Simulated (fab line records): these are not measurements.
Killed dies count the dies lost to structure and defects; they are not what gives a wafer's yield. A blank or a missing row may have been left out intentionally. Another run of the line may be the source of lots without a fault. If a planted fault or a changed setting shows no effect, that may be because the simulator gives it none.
Which of the tools did it? || flow berkeley-cmos170 || 45 wafers from 15 lots sampled at 6 of the route's 331 steps

WHAT THE GAUGES READ, wafer by wafer
UCB170_NLDD_OVL_MEAS_07.
{"lot": "L559", "measured": "day 6 05:50", "on": "overlay-02", "NLDD_OVL (nm)": "4 1 5"}
{"lot": "L561", "measured": "day 7 07:28", "on": "overlay-01", "NLDD_OVL (nm)": "4 -4 -7"}
{"lot": "L560", "measured": "day 7 07:44", "on": "overlay-02", "NLDD_OVL (nm)": "8 7 -1"}
{"lot": "L562", "measured": "day 7 08:00", "on": "overlay-02", "NLDD_OVL (nm)": "3 1 2"}
{"lot": "L565", "measured": "day 7 19:31", "on": "overlay-01", "NLDD_OVL (nm)": "3 1 2"}
{"lot": "L567", "measured": "day 7 23:38", "on": "overlay-01", "NLDD_OVL (nm)": "6 5 9"}
{"lot": "L568", "measured": "day 7 23:53", "on": "overlay-01", "NLDD_OVL (nm)": "1 5 13"}
{"lot": "L569", "measured": "day 8 08:49", "on": "overlay-01", "NLDD_OVL (nm)": "13 8 14"}
{"lot": "L572", "measured": "day 9 10:31", "on": "overlay-02", "NLDD_OVL (nm)": "-13 -8 -7"}
{"lot": "L574", "measured": "day 9 13:43", "on": "overlay-01", "NLDD_OVL (nm)": "3 8 -5"}
{"lot": "L573", "measured": "day 10 00:44", "on": "overlay-01", "NLDD_OVL (nm)": "6 -1 -4"}
{"lot": "L577", "measured": "day 10 09:57", "on": "overlay-01", "NLDD_OVL (nm)": "6 15 2"}
{"lot": "L579", "measured": "day 10 14:10", "on": "overlay-02", "NLDD_OVL (nm)": "-4 -6 2"}
{"lot": "L582", "measured": "day 11 09:32", "on": "overlay-02", "NLDD_OVL (nm)": "8 5 -1"}
{"lot": "L580", "measured": "day 11 09:49", "on": "overlay-02", "NLDD_OVL (nm)": "8 0 7"}

UCB170_NLDD_TW_MEAS_11.
{"lot": "L559", "measured": "day 6 06:16", "on": "film-metro-01", "NLDD_TW": "2211 2214 2213"}
{"lot": "L561", "measured": "day 7 07:54", "on": "film-metro-02", "NLDD_TW": "2209 2192 2183"}
{"lot": "L560", "measured": "day 7 08:10", "on": "film-metro-03", "NLDD_TW": "2214 2216 2201"}
{"lot": "L562", "measured": "day 7 08:26", "on": "film-metro-01", "NLDD_TW": "2215 2206 2215"}
{"lot": "L565", "measured": "day 7 19:58", "on": "film-metro-03", "NLDD_TW": "2221 2213 2216"}
{"lot": "L567", "measured": "day 8 00:05", "on": "film-metro-01", "NLDD_TW": "2223 2217 2229"}
{"lot": "L568", "measured": "day 8 00:38", "on": "film-metro-03", "NLDD_TW": "2433 2454 2425"}
{"lot": "L569", "measured": "day 8 09:15", "on": "film-metro-01", "NLDD_TW": "2210 2214 2231"}
{"lot": "L572", "measured": "day 9 10:57", "on": "film-metro-01", "NLDD_TW": "2204 2206 2192"}
{"lot": "L574", "measured": "day 9 14:10", "on": "film-metro-02", "NLDD_TW": "2194 2200 2190"}
{"lot": "L573", "measured": "day 10 01:29", "on": "film-metro-02", "NLDD_TW": "2444 2447 2442"}
{"lot": "L577", "measured": "day 10 10:44", "on": "film-metro-03", "NLDD_TW": "2475 2471 2474"}
{"lot": "L579", "measured": "day 10 14:36", "on": "film-metro-02", "NLDD_TW": "2203 2207 2213"}
{"lot": "L582", "measured": "day 11 09:59", "on": "film-metro-02", "NLDD_TW": "2207 2207 2215"}
{"lot": "L580", "measured": "day 11 10:15", "on": "film-metro-02", "NLDD_TW": "2212 2211 2210"}

UCB170_SDANNEAL_RS_MEAS_05: measures by four-point-probe.
{"lot": "L559", "measured": "day 6 16:20", "on": "film-metro-03", "NLDD_RS (ohm/sq)": "615.0 614.4 614.9"}
{"lot": "L561", "measured": "day 7 16:28", "on": "film-metro-02", "NLDD_RS (ohm/sq)": "616.2 616.5 616.4"}
{"lot": "L560", "measured": "day 7 16:43", "on": "film-metro-01", "NLDD_RS (ohm/sq)": "616.6 616.9 616.8"}
{"lot": "L562", "measured": "day 7 16:46", "on": "film-metro-03", "NLDD_RS (ohm/sq)": "618.0 616.5 617.0"}
{"lot": "L565", "measured": "day 8 07:22", "on": "film-metro-02", "NLDD_RS (ohm/sq)": "616.2 615.3 616.7"}
{"lot": "L567", "measured": "day 8 12:43", "on": "film-metro-01", "NLDD_RS (ohm/sq)": "616.9 615.8 615.8"}
{"lot": "L568", "measured": "day 8 12:31", "on": "film-metro-03", "NLDD_RS (ohm/sq)": "463.8 463.4 462.8"}
{"lot": "L569", "measured": "day 8 20:25", "on": "film-metro-03", "NLDD_RS (ohm/sq)": "615.7 614.7 614.3"}
{"lot": "L572", "measured": "day 9 21:27", "on": "film-metro-01", "NLDD_RS (ohm/sq)": "617.4 617.4 617.1"}
{"lot": "L574", "measured": "day 9 22:08", "on": "film-metro-03", "NLDD_RS (ohm/sq)": "616.6 613.8 615.7"}
{"lot": "L573", "measured": "day 10 13:04", "on": "film-metro-03", "NLDD_RS (ohm/sq)": "466.7 466.4 467.1"}
{"lot": "L577", "measured": "day 10 19:12", "on": "film-metro-03", "NLDD_RS (ohm/sq)": "461.4 463.4 462.5"}
{"lot": "L579", "measured": "day 10 23:22", "on": "film-metro-01", "NLDD_RS (ohm/sq)": "619.2 621.1 619.7"}
{"lot": "L582", "measured": "day 11 19:31", "on": "film-metro-02", "NLDD_RS (ohm/sq)": "617.4 615.0 615.5"}
{"lot": "L580", "measured": "day 11 20:09", "on": "film-metro-02", "NLDD_RS (ohm/sq)": "615.4 613.4 617.0"}

TOOL THAT RAN EACH LOT (tool first, then ch and the chambers of the sampled wafers, then the start)
{"lot": "L559", "UCB170_NLDD_IMPLANT_09": "implanter-01 ch 0, day 6 06:01", "UCB170_NLDD_STRIP_10": "plasma-asher-03 ch 0,1, day 6 06:10", "UCB170_PSD_STRIP_09": "plasma-asher-01 ch 0, day 6 12:32"}
{"lot": "L561", "UCB170_NLDD_IMPLANT_09": "implanter-01 ch 0, day 7 07:40", "UCB170_NLDD_STRIP_10": "plasma-asher-03 ch 0,1, day 7 07:47", "UCB170_PSD_STRIP_09": "plasma-asher-01 ch 0,1, day 7 13:26"}
{"lot": "L560", "UCB170_NLDD_IMPLANT_09": "implanter-02 ch 0, day 7 07:55", "UCB170_NLDD_STRIP_10": "plasma-asher-03 ch 0,1, day 7 08:04", "UCB170_PSD_STRIP_09": "plasma-asher-04 ch 0,1, day 7 13:26"}
{"lot": "L562", "UCB170_NLDD_IMPLANT_09": "implanter-01 ch 0, day 7 08:11", "UCB170_NLDD_STRIP_10": "plasma-asher-03 ch 0,1, day 7 08:20", "UCB170_PSD_STRIP_09": "plasma-asher-04 ch 0,1, day 7 13:33"}
{"lot": "L565", "UCB170_NLDD_IMPLANT_09": "implanter-02 ch 0, day 7 19:43", "UCB170_NLDD_STRIP_10": "plasma-asher-02 ch 0,1, day 7 19:52", "UCB170_PSD_STRIP_09": "plasma-asher-01 ch 0,1, day 8 01:38"}
{"lot": "L567", "UCB170_NLDD_IMPLANT_09": "implanter-01 ch 0, day 7 23:51", "UCB170_NLDD_STRIP_10": "plasma-asher-02 ch 0,1, day 7 23:58", "UCB170_PSD_STRIP_09": "plasma-asher-04 ch 0, day 8 09:16"}
{"lot": "L568", "UCB170_NLDD_IMPLANT_09": "implanter-04 ch 0, day 8 00:04", "UCB170_NLDD_STRIP_10": "plasma-asher-01 ch 0,1, day 8 00:32", "UCB170_PSD_STRIP_09": "plasma-asher-02 ch 0,1, day 8 09:01"}
{"lot": "L569", "UCB170_NLDD_IMPLANT_09": "implanter-04 ch 0, day 8 09:00", "UCB170_NLDD_STRIP_10": "plasma-asher-01 ch 0,1, day 8 09:09", "UCB170_PSD_STRIP_09": "plasma-asher-01 ch 0, day 8 17:22"}
{"lot": "L572", "UCB170_NLDD_IMPLANT_09": "implanter-01 ch 0, day 9 10:42", "UCB170_NLDD_STRIP_10": "plasma-asher-01 ch 0,1, day 9 10:51", "UCB170_PSD_STRIP_09": "plasma-asher-04 ch 0,1, day 9 18:14"}
{"lot": "L574", "UCB170_NLDD_IMPLANT_09": "implanter-04 ch 0, day 9 13:55", "UCB170_NLDD_STRIP_10": "plasma-asher-03 ch 0,1, day 9 14:04", "UCB170_PSD_STRIP_09": "plasma-asher-04 ch 0,1, day 9 18:49"}
{"lot": "L573", "UCB170_NLDD_IMPLANT_09": "implanter-02 ch 0, day 10 00:55", "UCB170_NLDD_STRIP_10": "plasma-asher-01 ch 0,1, day 10 01:23", "UCB170_PSD_STRIP_09": "plasma-asher-04 ch 0,1, day 10 07:56"}
{"lot": "L577", "UCB170_NLDD_IMPLANT_09": "implanter-04 ch 0, day 10 10:10", "UCB170_NLDD_STRIP_10": "plasma-asher-01 ch 0,1, day 10 10:37", "UCB170_PSD_STRIP_09": "plasma-asher-02 ch 0,1, day 10 15:56"}
{"lot": "L579", "UCB170_NLDD_IMPLANT_09": "implanter-02 ch 0, day 10 14:21", "UCB170_NLDD_STRIP_10": "plasma-asher-03 ch 1, day 10 14:30", "UCB170_PSD_STRIP_09": "plasma-asher-02 ch 0,1, day 10 19:50"}
{"lot": "L582", "UCB170_NLDD_IMPLANT_09": "implanter-01 ch 0, day 11 09:44", "UCB170_NLDD_STRIP_10": "plasma-asher-03 ch 1, day 11 09:52", "UCB170_PSD_STRIP_09": "plasma-asher-02 ch 0,1, day 11 16:01"}
{"lot": "L580", "UCB170_NLDD_IMPLANT_09": "implanter-02 ch 0, day 11 10:01", "UCB170_NLDD_STRIP_10": "plasma-asher-02 ch 0,1, day 11 10:08", "UCB170_PSD_STRIP_09": "plasma-asher-02 ch 0,1, day 11 16:20"}
- UCB170_NLDD_IMPLANT_09
- UCB170_NLDD_STRIP_10: strips in O2.
- UCB170_PSD_STRIP_09: strips in O2.

WHAT THE TOOLS THEMSELVES READ (means of the sampled wafers that have a number; where no wafer has one, the mark that the record gives instead)
UCB170_NLDD_STRIP_10.
{"lot": "L559", "tool": "plasma-asher-03", "drypump-motor-current-A (A)": 5.3, "oes-product-au (a.u.)": 0.739, "strip-time-to-endpoint-s (s)": 21.63}
{"lot": "L561", "tool": "plasma-asher-03", "drypump-motor-current-A (A)": 5.4, "oes-product-au (a.u.)": 0.737, "strip-time-to-endpoint-s (s)": 21.68}
{"lot": "L560", "tool": "plasma-asher-03", "drypump-motor-current-A (A)": 5.3, "oes-product-au (a.u.)": 0.737, "strip-time-to-endpoint-s (s)": 21.67}
{"lot": "L562", "tool": "plasma-asher-03", "drypump-motor-current-A (A)": 5.5, "oes-product-au (a.u.)": 0.736, "strip-time-to-endpoint-s (s)": 21.61}
{"lot": "L565", "tool": "plasma-asher-02", "drypump-motor-current-A (A)": 6.1, "oes-product-au (a.u.)": 0.738, "strip-time-to-endpoint-s (s)": 21.61}
{"lot": "L567", "tool": "plasma-asher-02", "drypump-motor-current-A (A)": 5.9, "oes-product-au (a.u.)": 0.736, "strip-time-to-endpoint-s (s)": 21.51}
{"lot": "L568", "tool": "plasma-asher-01", "drypump-motor-current-A (A)": 5.5, "oes-product-au (a.u.)": 0.733, "strip-time-to-endpoint-s (s)": 21.74}
{"lot": "L569", "tool": "plasma-asher-01", "drypump-motor-current-A (A)": 5.5, "oes-product-au (a.u.)": 0.734, "strip-time-to-endpoint-s (s)": 21.67}
{"lot": "L572", "tool": "plasma-asher-01", "drypump-motor-current-A (A)": 5.7, "oes-product-au (a.u.)": 0.732, "strip-time-to-endpoint-s (s)": 21.63}
{"lot": "L574", "tool": "plasma-asher-03", "drypump-motor-current-A (A)": 5.3, "oes-product-au (a.u.)": 0.740, "strip-time-to-endpoint-s (s)": 21.62}
{"lot": "L573", "tool": "plasma-asher-01", "drypump-motor-current-A (A)": 5.5, "oes-product-au (a.u.)": 0.736, "strip-time-to-endpoint-s (s)": 21.65}
{"lot": "L577", "tool": "plasma-asher-01", "drypump-motor-current-A (A)": 5.5, "oes-product-au (a.u.)": 0.732, "strip-time-to-endpoint-s (s)": 21.63}
{"lot": "L579", "tool": "plasma-asher-03", "drypump-motor-current-A (A)": 5.8, "oes-product-au (a.u.)": 0.735, "strip-time-to-endpoint-s (s)": 21.71}
{"lot": "L582", "tool": "plasma-asher-03", "drypump-motor-current-A (A)": 5.8, "oes-product-au (a.u.)": 0.735, "strip-time-to-endpoint-s (s)": 21.59}
{"lot": "L580", "tool": "plasma-asher-02", "drypump-motor-current-A (A)": 5.9, "oes-product-au (a.u.)": 0.735, "strip-time-to-endpoint-s (s)": 21.56}

UCB170_PSD_STRIP_09.
{"lot": "L559", "tool": "plasma-asher-01", "drypump-motor-current-A (A)": 6.0, "oes-product-au (a.u.)": 0.598, "strip-time-to-endpoint-s (s)": 29.32}
{"lot": "L561", "tool": "plasma-asher-01", "drypump-motor-current-A (A)": 5.7, "oes-product-au (a.u.)": 0.601, "strip-time-to-endpoint-s (s)": 29.50}
{"lot": "L560", "tool": "plasma-asher-04", "drypump-motor-current-A (A)": 5.5, "oes-product-au (a.u.)": 0.599, "strip-time-to-endpoint-s (s)": 29.42}
{"lot": "L562", "tool": "plasma-asher-04", "drypump-motor-current-A (A)": 5.5, "oes-product-au (a.u.)": 0.600, "strip-time-to-endpoint-s (s)": 29.43}
{"lot": "L565", "tool": "plasma-asher-01", "drypump-motor-current-A (A)": 5.7, "oes-product-au (a.u.)": 0.600, "strip-time-to-endpoint-s (s)": 29.49}
{"lot": "L567", "tool": "plasma-asher-04", "drypump-motor-current-A (A)": 5.3, "oes-product-au (a.u.)": 0.600, "strip-time-to-endpoint-s (s)": 29.35}
{"lot": "L568", "tool": "plasma-asher-02", "drypump-motor-current-A (A)": 6.0, "oes-product-au (a.u.)": 0.602, "strip-time-to-endpoint-s (s)": 29.34}
{"lot": "L569", "tool": "plasma-asher-01", "drypump-motor-current-A (A)": 6.0, "oes-product-au (a.u.)": 0.597, "strip-time-to-endpoint-s (s)": 29.50}
{"lot": "L572", "tool": "plasma-asher-04", "drypump-motor-current-A (A)": 5.5, "oes-product-au (a.u.)": 0.596, "strip-time-to-endpoint-s (s)": 29.36}
{"lot": "L574", "tool": "plasma-asher-04", "drypump-motor-current-A (A)": 5.7, "oes-product-au (a.u.)": 0.600, "strip-time-to-endpoint-s (s)": 29.39}
{"lot": "L573", "tool": "plasma-asher-04", "drypump-motor-current-A (A)": 5.7, "oes-product-au (a.u.)": 0.599, "strip-time-to-endpoint-s (s)": 29.48}
{"lot": "L577", "tool": "plasma-asher-02", "drypump-motor-current-A (A)": 5.9, "oes-product-au (a.u.)": 0.601, "strip-time-to-endpoint-s (s)": 29.38}
{"lot": "L579", "tool": "plasma-asher-02", "drypump-motor-current-A (A)": 5.9, "oes-product-au (a.u.)": 0.598, "strip-time-to-endpoint-s (s)": 29.47}
{"lot": "L582", "tool": "plasma-asher-02", "drypump-motor-current-A (A)": 5.9, "oes-product-au (a.u.)": 0.601, "strip-time-to-endpoint-s (s)": 29.39}
{"lot": "L580", "tool": "plasma-asher-02", "drypump-motor-current-A (A)": 6.1, "oes-product-au (a.u.)": 0.602, "strip-time-to-endpoint-s (s)": 29.42}

THE ANSWER, worked out from the rows above alone
Rule: the usual values come from the lots themselves. The widest of any qualifying gaps counts: lots, ordered by their means at a reading, are off when they make up no more than a third of the lots, leave a main group of 4 or more, and stand apart from it by 3 or more times the standard deviation of that group's means. Not used: any main group whose means are identical at the precision the tables above print for the reading. A lot without any number at a reading at which 4 lots or more have one is off too. The other lots that the step has rows for count as sound. The gauges are gone through in route order, then the tools' own readings, and for those a lot's mean is taken as printed above. At the first step where some lot is off, the reading lying furthest off is the one used; lots without a number count as furthest.
Off: at UCB170_NLDD_TW_MEAS_11 (NLDD_TW), L568, L573, L577. For the main group the mean is 2209 and the standard deviation 8.4.
A tool fits if, at a process step before that reading, it ran every lot that is off, and no sound lot after the first of them. Gauges at UCB170_NLDD_TW_MEAS_11: tried the same way as those tools. Not one of the candidates tried fits.

WHAT THE SIMULATOR HAD INSERTED
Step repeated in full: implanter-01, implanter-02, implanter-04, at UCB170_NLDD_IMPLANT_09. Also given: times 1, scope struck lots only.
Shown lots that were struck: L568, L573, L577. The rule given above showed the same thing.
